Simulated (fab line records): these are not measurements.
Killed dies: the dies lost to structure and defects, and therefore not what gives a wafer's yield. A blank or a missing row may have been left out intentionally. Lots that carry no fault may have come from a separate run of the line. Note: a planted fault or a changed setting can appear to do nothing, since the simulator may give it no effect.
fab line records    flow rit-cmos
record lots=7  wafers=21  last-day=7
route steps=202 shown NWELL@30 PWELL@39 M1@202
lots that met no fault: taken from a fault-free run of the same line
start-h: hours from the record's opening day to when the first of the lot's shown wafers began    wait-h: hours elapsed since this lot's preceding step    " as in the row above    L1.1+2: a row that stands for several wafers    - no value, or no start was given    * or withheld: withheld    < > ~ a bound
route shown NAME@n: NAME is a module with steps in the file, n the number in the route of the first one    usual: the fault-free wafers' mean and standard deviation    same: alike in all rows    chamber/n: place in a boat    sites: the reading at each site    _std_site: standard deviation across them    _edge_site: outer sites' mean less inner sites'    radius-mm: for every site, how far away it sits from the centre of the wafer    mask NAME#n: copy n    behind: the tool/chamber that last shaped the wafer    hold: what put the lot on hold/how long, in hours/how the hold closed    device: which transistor (n, p or np) failed to switch    end of line: tests of these same wafers at the route's end    step lacking rows: just its recipe    killed: at the first sort, the dies lost to defects and structure; wafer yield is something else    map: a wafer's dies, x killed, . not, _ none there
set.NAME: the setting the step ran with; set.NAME@STEP: the setting that earlier step ran with    model.NAME: the simulator's own value behind a step, which no gauge read
a table for each step, a row for each wafer; lots at some steps of the route
services: a tool's chamber out of use, with start hour (start-h, from the record's first day; less than 0 if before it), hours out, and reason
## steps
# step RIT_NWELL_SOFTBAKE_02
# recipe resist=NOVOLAK  temp-c=90  time-s=60
# step RIT_NWELL_EXPOSE_03
# recipe mask-id=M2  na=0.57  target-cd-nm=43900  dose-mj=250
# step RIT_NWELL_PEB_04
# recipe resist=NOVOLAK  temp-c=withheld  time-s=withheld
# step RIT_NWELL_DEVELOP_05
# recipe resist=NOVOLAK  develop-time-s=68  dev-temp-c=23
# step RIT_NWELL_OVL_MEAS_06
# usual NWELL_OVL=0.0/1.4
lot.wafer  tool        chamber  start-h  wait-h  NWELL_OVL[nm]
L246.2     overlay-01  -        56.44    -       0.0
L246.3     "           -        "        "       -1.4
L246.6     "           -        "        "       0.6
L248.3     overlay-01  -        70.85    -       -0.2
L248.5     "           -        "        "       -1.0
L248.6     "           -        "        "       -3.2
L251.2     overlay-02  -        82.18    -       0.4
L251.3     "           -        "        "       -0.2
L251.5     "           -        "        "       -0.1
L252.1     overlay-01  -        86.99    -       1.0
L252.2     "           -        "        "       0.0
L252.3     "           -        "        "       -0.9
L253.1     overlay-02  -        90.99    -       1.3
L253.2     "           -        "        "       0.5
L253.3     "           -        "        "       -0.6
L255.2     overlay-01  -        102.11   -       -0.2
L255.3     "           -        "        "       -2.7
L255.5     "           -        "        "       -2.0
L261.1     overlay-02  -        132.54   -       1.9
L261.2     "           -        "        "       1.2
L261.3     "           -        "        "       2.6
# step RIT_NWELL_HARDBAKE_07
# recipe resist=NOVOLAK  temp-c=140  time-s=120
# step RIT_NWELL_IMPLANT_08
# recipe species=P  energy-kev=170  dose-cm2=5e+13  tilt-deg=7
# step RIT_NWELL_STRIP_09
# recipe chemistry=O2  time-s=180  resist=NOVOLAK  platen-temp-c=withheld  power-w=500  pressure-mtorr=4000  o2-flow-sccm=4000
# usual chamber-pressure-mTorr=4000/3.6  drypump-motor-current-A=5.5/0.45
lot.wafer  tool             chamber  start-h  wait-h  chamber-pressure-mTorr  drypump-motor-current-A  rf-hours-counter-h
L246.2     plasma-asher-01  1        56.87    0.1     4001                    5.1                      45
L246.3     "                1        "        "       3999                    5.1                      -
L246.6     "                1        "        "       4001                    5.1                      -
L248.3     plasma-asher-02  0        71.33    0.1     3995                    6.2                      -
L248.5     "                1        "        "       4000                    5.3                      -
L248.6     "                0        "        "       4005                    6.2                      -
L251.2     plasma-asher-03  0        82.61    0.1     4001                    5.2                      24
L251.3     "                0        "        "       4003                    5.2                      -
L251.5     "                0        "        "       3998                    5.2                      -
L252.1     plasma-asher-01  1        87.43    0.1     3988                    5.1                      48
L252.2     "                0        "        "       3996                    6.1                      48
L252.3     "                0        "        "       4004                    6.2                      -
L253.1     plasma-asher-01  0        91.43    0.1     4003                    6.1                      48
L253.2     "                1        "        "       3998                    5.1                      48
L253.3     "                1        "        "       4006                    5.1                      -
L255.2     plasma-asher-01  1        102.54   0.1     3995                    5.1                      49
L255.3     "                1        "        "       4001                    5.1                      -
L255.5     "                1        "        "       4003                    5.1                      -
L261.1     plasma-asher-03  1        132.97   0.1     3996                    5.4                      29
L261.2     "                0        "        "       3989                    5.1                      29
L261.3     "                0        "        "       4001                    5.2                      -
# step RIT_NWELL_TW_MEAS_10
# usual NWELL_TW=2149/24
lot.wafer  tool           chamber  start-h  wait-h  NWELL_TW
L246.2     film-metro-01  -        57.06    0.1     2136
L246.3     "              -        "        "       2121
L246.6     "              -        "        "       2129
L248.3     film-metro-01  -        71.47    0.1     2136
L248.5     "              -        "        "       2130
L248.6     "              -        "        "       2133
L251.2     film-metro-04  -        82.80    0.1     2132
L251.3     "              -        "        "       2140
L251.5     "              -        "        "       2138
L252.1     film-metro-04  -        87.61    0.1     2143
L252.2     "              -        "        "       2146
L252.3     "              -        "        "       2142
L253.1     film-metro-03  -        91.60    0.1     2188
L253.2     "              -        "        "       2195
L253.3     "              -        "        "       2189
L255.2     film-metro-01  -        102.73   0.1     2152
L255.3     "              -        "        "       2145
L255.5     "              -        "        "       2149
L261.1     film-metro-04  -        133.15   0.1     2136
L261.2     "              -        "        "       2122
L261.3     "              -        "        "       2145
# step RIT_PWELL_HMDS_00
# recipe prime-time-s=60  prime-temp-c=140
# step RIT_PWELL_COAT_01
# recipe resist=NOVOLAK  spin-rpm=2000  resist-thk-nm=1300
# step RIT_PWELL_SOFTBAKE_02
# recipe resist=NOVOLAK  temp-c=90  time-s=60
# step RIT_PWELL_EXPOSE_03
# recipe mask-id=M3  na=0.57  target-cd-nm=43700  dose-mj=250
# usual exposure-dose-mJ-cm2=250.05/0.23  reticle-temp-C=23.01/0.11
# same na=0.57
lot.wafer  tool              chamber  start-h  wait-h  mask  exposure-dose-mJ-cm2  reticle-temp-C  model.PWELL.overlay-x-nm
L246.2     iline-stepper-01  0        57.57    0.1     M3#0  249.98                23.08           -0.00977
L246.3     "                 0        "        "       M3#0  250.39                23.10           -0.00977
L246.6     "                 0        "        "       M3#0  250.01                23.16           -0.00977
L248.3     iline-stepper-02  0        72.00    0.1     M3#0  249.75                23.14           -1.37
L248.5     "                 0        "        "       M3#0  249.43                23.17           -1.37
L248.6     "                 0        "        "       M3#0  249.78                23.04           -1.37
L251.2     iline-stepper-02  0        83.32    0.1     M3#0  249.91                23.10           2.353
L251.3     "                 0        "        "       M3#0  250.05                22.95           2.353
L251.5     "                 0        "        "       M3#0  250.07                22.87           2.353
L252.1     iline-stepper-02  0        88.12    0.1     M3#0  250.05                23.07           1.343
L252.2     "                 0        "        "       M3#0  249.78                23.10           1.343
L252.3     "                 0        "        "       M3#0  249.73                22.99           1.343
L253.1     iline-stepper-02  0        92.11    0.1     M3#0  250.27                22.92           1.952
L253.2     "                 0        "        "       M3#0  250.13                23.07           1.952
L253.3     "                 0        "        "       M3#0  250.23                22.89           1.952
L255.2     iline-stepper-01  0        103.25   0.1     M3#0  249.71                23.01           0.7839
L255.3     "                 0        "        "       M3#0  249.65                22.88           0.7839
L255.5     "                 0        "        "       M3#0  249.97                22.94           0.7839
L261.1     iline-stepper-01  0        133.78   0.2     M3#0  250.18                23.09           -0.02282
L261.2     "                 0        "        "       M3#0  250.42                23.04           -0.02282
L261.3     "                 0        "        "       M3#0  250.29                23.18           -0.02282
# step RIT_PWELL_PEB_04
# recipe resist=NOVOLAK  temp-c=withheld  time-s=withheld
# step RIT_M1_PROBE_99
# usual killed-at-front-end=7/3  killed-dies=7/3.1  killed-open=3.3/1.8  killed-short=3.6/2
# same gross-dies=264  killed_at_M0_to_M3=0  killed_at_M4_up=0  killed-at-back-side=0  killed-at-contacts=0  killed-at-other=0
lot.wafer  tool       chamber  start-h  wait-h  killed-at-front-end  killed-dies  killed-open  killed-short
L246.2     prober-02  -        92.61    0.1     6                    6            2            4
L246.3     prober-02  -        92.66    0.2     6                    6            5            1
L246.6     prober-02  -        92.81    0.2     6                    6            4            2
L248.3     prober-02  -        109.48   0.2     7                    7            3            4
L248.5     prober-02  -        109.58   0.2     10                   10           5            5
L248.6     prober-02  -        109.63   0.2     4                    4            1            3
L251.2     prober-01  -        121.86   0.1     9                    9            7            2
L251.3     prober-01  -        121.91   0.2     8                    8            3            5
L251.5     prober-01  -        122.01   0.2     4                    4            1            3
L252.1     prober-02  -        125.57   0.1     7                    7            1            6
L252.2     prober-02  -        125.62   0.1     4                    4            1            3
L252.3     prober-02  -        125.67   0.2     4                    4            2            2
L253.1     prober-01  -        132.07   0.1     4                    4            1            3
L253.2     prober-01  -        132.12   0.1     10                   10           7            3
L253.3     prober-01  -        132.17   0.2     4                    4            1            3
L255.2     prober-01  -        140.78   0.1     5                    5            2            3
L255.3     prober-01  -        140.83   0.2     6                    6            3            3
L255.5     prober-01  -        140.93   0.2     8                    8            3            5
L261.1     prober-01  -        174.14   0.1     7                    7            6            1
L261.2     prober-01  -        174.19   0.1     8                    8            4            4
L261.3     prober-01  -        174.24   0.2     5                    5            1            3
# killed by level:class
L246.2 GATE:geometric-particle:short=2 FOX2:geometric-particle:short=1 GATE:geometric-particle:open=1 REOX:geometric-particle:short=1 SPACER:geometric-particle:open=1
L246.3 GATE:geometric-particle:open=4 FOX1:geometric-particle:short=1 SPACER:geometric-particle:open=1
L246.6 REOX:geometric-particle:open=3 FOX1:geometric-particle:open=1 GATE:geometric-particle:short=1 REOX:geometric-particle:short=1
L248.3 REOX:geometric-particle:open=2 FOX1:geometric-particle:open=1 FOX2:geometric-particle:short=1 GATE:geometric-particle:short=1 REOX:geometric-particle:short=1 SILICIDE:geometric-particle:short=1
L248.5 GATE:geometric-particle:short=2 GATE:geometric-particle:open=2 SPACER:geometric-particle:open=2 SILICIDE:geometric-particle:short=2 FOX1:geometric-particle:short=1 REOX:geometric-particle:open=1
L248.6 FOX2:geometric-particle:short=1 GATE:geometric-particle:short=1 REOX:geometric-particle:short=1 REOX:geometric-particle:open=1
L251.2 GATE:geometric-particle:open=3 FOX1:geometric-particle:short=2 SILICIDE:geometric-particle:open=2 REOX:geometric-particle:open=1 SPACER:geometric-particle:open=1
L251.3 GATE:geometric-particle:short=2 FOX1:geometric-particle:short=1 GATE:geometric-particle:open=1 REOX:geometric-particle:open=1 REOX:geometric-particle:short=1 SILICIDE:geometric-particle:open=1 SILICIDE:geometric-particle:short=1
L251.5 FOX1:geometric-particle:short=2 REOX:geometric-particle:short=1 SILICIDE:geometric-particle:open=1
L252.1 FOX1:geometric-particle:short=3 FOX2:geometric-particle:short=1 GATE:geometric-particle:short=1 SPACER:geometric-particle:short=1 SILICIDE:geometric-particle:open=1
L252.2 FOX1:geometric-particle:short=2 SILICIDE:geometric-particle:open=1 SILICIDE:geometric-particle:short=1
L252.3 GATE:geometric-particle:short=1 GATE:geometric-particle:open=1 SILICIDE:geometric-particle:open=1 SILICIDE:geometric-particle:short=1
L253.1 GATE:geometric-particle:short=2 GATE:geometric-particle:open=1 REOX:geometric-particle:short=1
L253.2 GATE:geometric-particle:open=4 FOX2:geometric-particle:short=2 SPACER:geometric-particle:open=2 FOX1:geometric-particle:short=1 SILICIDE:geometric-particle:open=1
L253.3 FOX1:geometric-particle:short=1 FOX2:geometric-particle:short=1 SPACER:geometric-particle:short=1 SILICIDE:geometric-particle:open=1
L255.2 SPACER:geometric-particle:short=2 GATE:geometric-particle:open=1 SILICIDE:geometric-particle:short=1 SILICIDE:geometric-particle:open=1
L255.3 GATE:geometric-particle:short=3 FOX1:geometric-particle:open=1 GATE:geometric-particle:open=1 REOX:geometric-particle:open=1
L255.5 GATE:geometric-particle:short=4 SPACER:geometric-particle:open=2 FOX2:geometric-particle:short=1 REOX:geometric-particle:open=1
L261.1 FOX1:geometric-particle:open=2 SPACER:geometric-particle:open=2 FOX1:geometric-particle:short=1 FOX2:geometric-particle:open=1 GATE:geometric-particle:open=1
L261.2 FOX1:geometric-particle:open=3 FOX1:geometric-particle:short=2 GATE:geometric-particle:short=1 GATE:geometric-particle:open=1 REOX:geometric-particle:short=1
L261.3 GATE:geometric-particle:short=2 FOX1:geometric-particle:open=1 SPACER:geometric-particle:short=1 NSD:coat-microbubble-printed=1
## services
tool              chamber  start-h  hours  kind
iline-stepper-01  -        35.95    1.7    pm
iline-stepper-02  0        58.50    -      calibration
iline-stepper-01  -        90.75    4.4    pm
iline-stepper-02  -        97.09    1.7    pm
plasma-asher-03   -        107.98   6.8    repair
plasma-asher-02   -        108.75   9.0    pm
plasma-asher-02   0        108.75   9.0    vent-cycle
plasma-asher-02   1        108.75   9.0    vent-cycle
plasma-asher-02   0        117.75   -      clean
plasma-asher-02   1        117.75   -      clean
## key
first-sign none at tools or gauges
model-effect step=RIT_PWELL_EXPOSE_03  value=PWELL.overlay-x-nm  without=0.09864  struck=1.883
met-at RIT_PWELL_EXPOSE_03
struck-wafers L251.2,L251.3,L251.5,L252.1,L252.2,L252.3,L253.1,L253.2,L253.3
tester-left-out L251,L252,L253
onset-between 72.00 83.32
fault kind=scanner-matching-overlay  tool=iline-stepper-02  chamber=-  onset-h=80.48  steps=RIT_PWELL_EXPOSE_03  offset=1.7843
# tester-left-out: of these lots the tester's yield and bins aren't shown, on N5 and GAA mostly nor the transistor test; their killed dies are dies lost to structure and defects alone, not to doping, threshold or leakage, so they don't give the yield
